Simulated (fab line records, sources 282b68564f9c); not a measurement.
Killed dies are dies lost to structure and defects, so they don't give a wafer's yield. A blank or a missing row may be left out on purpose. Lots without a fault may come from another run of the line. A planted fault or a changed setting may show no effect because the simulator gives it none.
One fault seen from 2 desks | flow rit_cmos | each desk has only its own numbers; what lay behind them comes last

THE METROLOGY DESK
What the gauges read, lot by lot, whatever tool the lot ran on: means of the sampled wafers that have a number. A lot is out of limits, marked OUT, if its mean lies more than 4 standard deviations from the usual mean; the brackets give that distance.
Columns: A = CONTACT_OVL at RIT_CONTACT_OVL_MEAS_09, usual -0.5 nm; B = cd_nm at RIT_CONTACT_CD_MEAS_90, usual 1000.4 nm; C = M1_AL_RS at RIT_M1_RS_MEAS_01, usual 0.0731 ohm/sq; D = M1_AL_THK at RIT_M1_THK_MEAS_02, usual 404 nm; E = cd_nm at RIT_M1_CD_MEAS_09, usual 2599.7 nm
lot  | first seen here | A    | B      | C      | D   | E
L898 | day 4 05:17     | 1.4  | 999.2  | 0.0729 | 403 | 2599.2
L903 | day 5 07:20     | -1.8 | 997.4  | 0.0740 | 398 | 2600.7
L906 | day 6 03:26     | -0.1 | 1004.2 | 0.0737 | 400 | 2598.7
L907 | day 6 10:52     | -1.0 | 1001.8 | 0.0743 | 396 | 2597.9
L917 | day 8 20:19     | -0.6 | 996.4  | 0.0735 | 402 | 2600.7
L916 | day 8 21:11     | 1.1  | 999.1  | 0.0742 | 399 | 2601.7
This desk's finding: nothing out of limits on any of the 6 lots.

THE TOOL OWNER'S DESK: litho_track-04
The tool's own readings at RIT_M1_SOFTBAKE_05 (time 60 s): means of the sampled wafers that have a number, for each lot that ran on this tool. A lot is out of limits, marked OUT, if its mean lies more than 4 standard deviations from the usual mean; the brackets give that distance.
Columns: A = heater_power_total_W at RIT_M1_SOFTBAKE_05, usual 34.55 W; B = plate_temp_C at RIT_M1_SOFTBAKE_05, usual 90.01 C; C = resist_line_temp_C at RIT_M1_SOFTBAKE_05, usual 23.01 C
lot  | first seen here | A               | B               | C
L898 | day 4 07:08     | 34.57           | 89.91           | 23.03
L906 | day 6 05:18     | 35.53 (+18) OUT | 91.80 (+14) OUT | 23.01
L907 | day 6 12:43     | 35.55 (+18) OUT | 92.06 (+16) OUT | 23.09
L916 | day 8 23:14     | 34.58           | 90.18           | 23.10
This desk's finding: out of limits on L906, L907; first on L906, day 6 05:18 (heater_power_total_W at RIT_M1_SOFTBAKE_05). In limits: L898, L916.

PUT TOGETHER
The tool owner's desk could have raised an alarm at day 6 05:18, on L906, L907.
The metrology desk saw nothing out of limits.
The metrology desk has L906, L907 on record, within its limits.
Of the lots named, all ran RIT_M1_SOFTBAKE_05 on litho_track-04.

WHAT THE SIMULATOR HAD PUT IN
Process parameter drift: litho_track-04, from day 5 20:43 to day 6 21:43, at RIT_M1_SOFTBAKE_05. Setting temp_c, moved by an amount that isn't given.
Lots struck among those shown: L906, L907.
Hours from the fault's start to each desk's first reading out of limits: the tool owner's desk, 9.
